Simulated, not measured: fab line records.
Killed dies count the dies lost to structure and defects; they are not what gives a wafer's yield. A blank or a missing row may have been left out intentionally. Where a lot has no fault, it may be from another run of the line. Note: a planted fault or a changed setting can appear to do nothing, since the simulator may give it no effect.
Problem report, 8D (eight disciplines) form, completed by code :: flow rit-cmos :: the parts of the form that need people (team, actions taken, sign-off) are left out

1. PROBLEM STATEMENT
beam-energy-keV at RIT_PRETRO_IMPLANT_08 reads a mean of 50.317 on 6 wafers of 2 lots; wafers without a fault read 45.001 with a standard deviation of 0.016. That is +99 or more standard deviations from the usual mean.
First observed at day 3 15:27: wafer L901.1, on implanter-03. The record has a number at this step for 18 wafers belonging to 6 lots. Rule for "out", or "out of limits": more than 4 standard deviations from the usual mean. Any other wafer with a number is counted as sound.

2. WHAT THIS IS AND IS NOT
question: which readings at this step
is: beam-energy-keV
is not: -

question: which lots
is: L901, L902
is not: L897, L908, L909, L915

question: which wafers of those lots
is: all that have a number
is not: -

question: read on which tools
is: implanter-03
is not: implanter-02, implanter-04

question: when
is: from day 3 15:27
is not: up to then (3 sound wafers); but 9 sound wafers of L908, L909, L915 came after

3. SUSPECTS, AND WHAT RULES EACH OUT
Counting: a tool stays on the suspect list if, at a process step up to the reading, it processed all lots that are out and no sound lot following the first of them.
- implanter-03 at RIT_PRETRO_IMPLANT_08: ruled out as a lasting fault. Following L901 (day 3 15:27), the first lot on it that is out, the sound lots L915 were run on it.
Left after counting: nothing in the record.

4. THE CAUSE (what the simulator had put in)
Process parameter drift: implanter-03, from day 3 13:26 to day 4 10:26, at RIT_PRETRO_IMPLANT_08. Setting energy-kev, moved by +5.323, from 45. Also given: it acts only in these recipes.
Counting ruled it out, wrongly.

5. THE EFFECT CHAIN, in route order
Each row: a reading where the mean over the struck wafers with a number is more than 3 standard deviations away from the usual. Only readings whose record carries a usual standard deviation are examined. hours: median over the lots of the time between each lot's start at the first step of this table that gives one and its start at this step. sigmas: the change, counted in usual standard deviations.
hours: 0
step: RIT_PRETRO_IMPLANT_08
reading: beam-energy-keV
usual: 45.001
on struck wafers: 50.317
change: +5.316
sigmas: +99 or more
Its process steps:
- RIT_PRETRO_IMPLANT_08

6. HOW IT WOULD HAVE BEEN CAUGHT EARLIER
First out-of-limits reading in this record: day 3 15:27, which is 2 hours after fault onset at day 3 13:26.
